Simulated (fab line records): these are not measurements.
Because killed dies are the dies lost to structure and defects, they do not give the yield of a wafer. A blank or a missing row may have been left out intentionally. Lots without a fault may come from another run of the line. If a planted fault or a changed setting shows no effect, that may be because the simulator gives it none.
Split-lot trial ; flow rit-cmos ; route with 202 steps; 5 lots, 19 wafers read

## ABOUT THE SPLIT
At RIT_GATE_EXPOSE_13 (exposes mask M6, target cd 150 nm), the setting dose-mj was moved away from the recipe's 380 on 6 of the 19 wafers read, by -6.9% to +7.5%. This setting was run at the recipe's value on the other wafers.

## FROM THE SPLIT TO THE READING: what the file shows between them, 2 steps
- RIT_GATE_DEVELOP_15: develop time 50 s (also split here: develop-time-s)
- RIT_GATE_HARDBAKE_18: time 60 s

## THE READING
GATE.cd-nm (the simulator's own value, which no gauge read), in nm, at RIT_GATE_ETCH_19 (etches poly-Si in SF6/CHF3/O2, stops on SiO2, time 165 s, target depth 312.5 nm). The file does not state a usual value for it. The 13 wafers here that ran the recipe average 153.5 nm, standard deviation 4.1 nm.

wafer;tool, chamber at the split;dose-mj as run;against the recipe;GATE.cd-nm, nm;against lot-mates on the recipe
L074.3;iline-stepper-02, 0;380;recipe;155.4;-
L074.4;iline-stepper-02, 0;380;recipe;154.5;-
L074.5;iline-stepper-02, 0;372.2;-2.1%;170.5;+15.6
L078.2;iline-stepper-02, 0;380;recipe;153.6;-
L078.4;iline-stepper-02, 0;380;recipe;153.9;-
L078.6;iline-stepper-02, 0;380;recipe;152.5;-
L079.1;iline-stepper-02, 0;380;recipe;150.7;-
L079.3;iline-stepper-02, 0;353.9;-6.9%;169.7;+19.0
L079.4;iline-stepper-02, 0;353.9;-6.9%;187.3;+36.6
L081.1;iline-stepper-01, 0;380;recipe;150.4;-
L081.2;iline-stepper-01, 0;380;recipe;152.1;-
L081.4;iline-stepper-01, 0;380;recipe;151.6;-
L081.6;iline-stepper-01, 0;380;recipe;151.6;-
L081.5;iline-stepper-01, 0;380;recipe;150;-
L084.1;iline-stepper-02, 0;408.4;+7.5%;127.9;-31.7
L084.2;iline-stepper-02, 0;380;recipe;166.5;-
L084.3;iline-stepper-02, 0;408.4;+7.5%;128.1;-31.5
L084.4;iline-stepper-02, 0;380;recipe;152.6;-
L084.6;iline-stepper-02, 0;408.4;+7.5%;113.8;-45.8

FIT RESULTS
A straight line over all 19 wafers: GATE.cd-nm changes by -3.97 nm for each +1% of dose-mj; r = -0.94; the points scatter about the line by 5.9 nm.
The same after taking each lot's own level away (the mean of its wafers on the recipe; 19 wafers): -4.6 nm for each +1%; r = -0.96; scatter 5.2 nm.
The reading moves by 34 nm for the largest change in dose-mj, on that fit.
Measured against the standard deviation above, the lots' own levels, which go from 150.70 to 159.55 nm, span 2.2 times it.
Thus the slope moves with the lot-to-lot level: the two fits are different.
Check: with one of the wafers moved furthest among these (+7.5%) left out of the fit, the line predicts -35.8 nm for it against its lot-mates. It came out at -31.7 nm against them.

## THE OTHER SPLITS THESE WAFERS WENT THROUGH
Note: prior to the reading, these wafers also went through further splits. Each is held against what the fit with the lots' levels taken away leaves over:
other split on the same wafers;wafers away from the commonest value;r with GATE.cd-nm (lot level and that fit taken away)
RIT_NWELL_COAT_01 spin-rpm;3;+0.54
RIT_NWELL_IMPLANT_08 energy-kev;7;-0.27
RIT_PWELL_IMPLANT_08 dose-cm2;7;-0.07
RIT_NRETRO_SOFTBAKE_02 temp-c;4;+0.12
RIT_PRETRO_IMPLANT_08 energy-kev;6;+0.11
RIT_GATE_DEVELOP_15 develop-time-s;4;-0.65

## FILE'S OWN FIT
GATE.cd-nm changes by -4.68 nm for each +1% of dose-mj, r = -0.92.
